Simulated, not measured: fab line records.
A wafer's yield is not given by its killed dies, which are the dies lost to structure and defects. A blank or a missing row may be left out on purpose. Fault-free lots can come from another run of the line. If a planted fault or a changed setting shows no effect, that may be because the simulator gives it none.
A struck lot beside a sound one + flow rit_cmos + 15 steps out of a route of 202
Sound: wafers L608.2, L608.5, L608.6. Wafers struck: L615.2, L615.3, L615.6. At the end, the cause is stated.
Per side, at each step with rows, come the tool, then ch with its chambers, and then its first start. Under that, the readings that differ: sound wafers + struck wafers + difference of the means + sigmas: that difference in standard deviations of wafers without a fault.
alike: words and numbers the same on both sides, and readings whose means are apart by under 2 such deviations; not compared: readings that were withheld, readings missing a value for some wafer, numbers with overlapping values and no deviation given by the record, and bounds like >300 which may hide the same value.
Wherever a step has rows on one side only, a row that says differs or no value, or a row with sigmas, the two part there. When numbers do not overlap yet have no deviation, they are printed without sigmas and do not part them. Lack of a reading on every wafer of one side parts them only where that side has two or more wafers.

first, 1 step without rows for these wafers: RIT_NSD_IMPLANT_08.
RIT_NSD_STRIP_09: strips in O2, time 180 s.
  sound on plasma_asher-01 ch 0,1, day 3 04:19; struck on plasma_asher-04 ch 0,1, day 4 21:41
  alike: drypump_motor_current_A, run_length_s
  not compared: rf_hours_counter_h
RIT_NSD_TW_MEAS_10:
  struck on film_metro-03, day 4 21:52; sound on film_metro-03, day 3 04:30
  alike: NSD_TW
then, 6 steps without rows for these wafers: RIT_PSD_HMDS_00 (prime time 60 s); RIT_PSD_COAT_01 (resist thk 1000 nm); RIT_PSD_SOFTBAKE_02 (time 60 s); RIT_PSD_EXPOSE_03 (exposes mask M10, target cd 40900 nm); RIT_PSD_PEB_04; RIT_PSD_DEVELOP_05 (develop time 50 s).
RIT_PSD_OVL_MEAS_06:
  struck on overlay-01, day 4 22:47; sound on overlay-01, day 3 05:29
  alike: PSD_OVL
then, 2 steps without rows for these wafers: RIT_PSD_HARDBAKE_07 (time 60 s); RIT_PSD_IMPLANT_08.
RIT_PSD_STRIP_09: strips in O2, time 180 s.
  sound on plasma_asher-04 ch 0,1, day 3 05:49; struck on plasma_asher-04 ch 0, day 4 23:13
| reading                                  | sound             | struck            | difference | sigmas      |
|------------------------------------------|-------------------|-------------------|------------|-------------|
| run_length_s (s)                         | 209.4 208.9 207.9 | 117.7 117.7 117.4 | -91.1      | -99 or more |
| model.NOVOLAK_of_PSD_COAT_01.thk_nm (nm) | 0 0 0             | 184.1 186.5 182.1 | +184.2     |             |
  alike: drypump_motor_current_A
  not compared: rf_hours_counter_h
RIT_PSD_TW_MEAS_10:
  struck on film_metro-01, day 4 23:23; sound on film_metro-01, day 3 06:00
  alike: PSD_TW
RIT_M1_PROBE_99:
  only the struck wafers here have rows in the record (prober-01, day 5 07:23); the sound ones have none

## WHERE THEY PART
Earliest at RIT_PSD_STRIP_09; latest, in this record, at RIT_M1_PROBE_99.

WHY: the cause the simulator had injected
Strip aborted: plasma_asher-04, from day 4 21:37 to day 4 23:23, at RIT_PSD_STRIP_09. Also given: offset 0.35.
